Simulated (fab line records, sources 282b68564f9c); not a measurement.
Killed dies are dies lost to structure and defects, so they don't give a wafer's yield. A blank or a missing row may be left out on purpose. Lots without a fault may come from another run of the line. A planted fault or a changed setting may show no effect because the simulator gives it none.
One fault seen from 2 desks | flow rit_cmos | each desk has only its own numbers; what lay behind them comes last

THE METROLOGY DESK
What the gauges read, lot by lot, whatever tool the lot ran on: means of the sampled wafers that have a number. A lot is out of limits, marked OUT, if its mean lies more than 4 standard deviations from the usual mean; the brackets give that distance.
Columns: A = CONTACT_TEOS_THK at RIT_CONTACT_THK_MEAS_01, usual 402 nm; B = cd_nm at RIT_CONTACT_CD_MEAS_08, usual 998.8 nm; C = CONTACT_OVL at RIT_CONTACT_OVL_MEAS_09, usual -0.6 nm
lot  | first seen here | A   | B      | C
L286 | day 4 16:05     | 405 | 998.2  | -0.8
L291 | day 5 20:42     | 399 | 998.9  | -1.3
L292 | day 6 02:35     | 395 | 997.8  | -1.8
L296 | day 6 15:25     | 400 | 1000.6 | -1.5
L297 | day 6 21:23     | 404 | 999.9  | -1.0
L300 | day 7 12:11     | 406 | 997.0  | -0.5
This desk's finding: nothing out of limits on any of the 6 lots.

THE TOOL OWNER'S DESK: rie_diel-02
The tool's own readings at RIT_CONTACT_ETCH_11 (etches SiO2 in CHF3/CF4/Ar, stops on TiSi2, target depth 480 nm, time 320 s): means of the sampled wafers that have a number, for each lot that ran on this tool. A lot is out of limits, marked OUT, if its mean lies more than 4 standard deviations from the usual mean; the brackets give that distance.
Columns: A = chamber_pressure_mTorr at RIT_CONTACT_ETCH_11, usual 100.00 mTorr; B = drypump_motor_current_A at RIT_CONTACT_ETCH_11, usual 5.7 A; C = oes_product_au at RIT_CONTACT_ETCH_11, usual 0.983 a.u.; D = rf_fwd_power_W at RIT_CONTACT_ETCH_11, usual 199.7 W; E = throttle_valve_pct at RIT_CONTACT_ETCH_11, usual 8.90 %
lot  | first seen here | A      | B   | C     | D               | E
L286 | day 4 17:40     | 100.03 | 5.8 | 0.990 | 199.8           | 8.92
L291 | day 5 22:01     | 100.07 | 5.7 | 0.991 | 167.7 (-54) OUT | 8.95
L292 | day 6 03:54     | 99.97  | 6.0 | 0.959 | 168.0 (-54) OUT | 8.92
This desk's finding: out of limits on L291, L292; first on L291, day 5 22:01 (rf_fwd_power_W at RIT_CONTACT_ETCH_11). In limits: L286.

PUT TOGETHER
The tool owner's desk could have raised an alarm at day 5 22:01, on L291, L292.
The metrology desk saw nothing out of limits.
The metrology desk has L291, L292 on record, within its limits.
Of the lots named, all ran RIT_CONTACT_ETCH_11 on rie_diel-02.

WHAT THE SIMULATOR HAD PUT IN
Process parameter drift: rie_diel-02, from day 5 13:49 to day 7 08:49, at RIT_CONTACT_ETCH_11. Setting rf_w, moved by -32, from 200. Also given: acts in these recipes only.
Lots struck among those shown: L291, L292.
Hours from the fault's start to each desk's first reading out of limits: the tool owner's desk, 8.
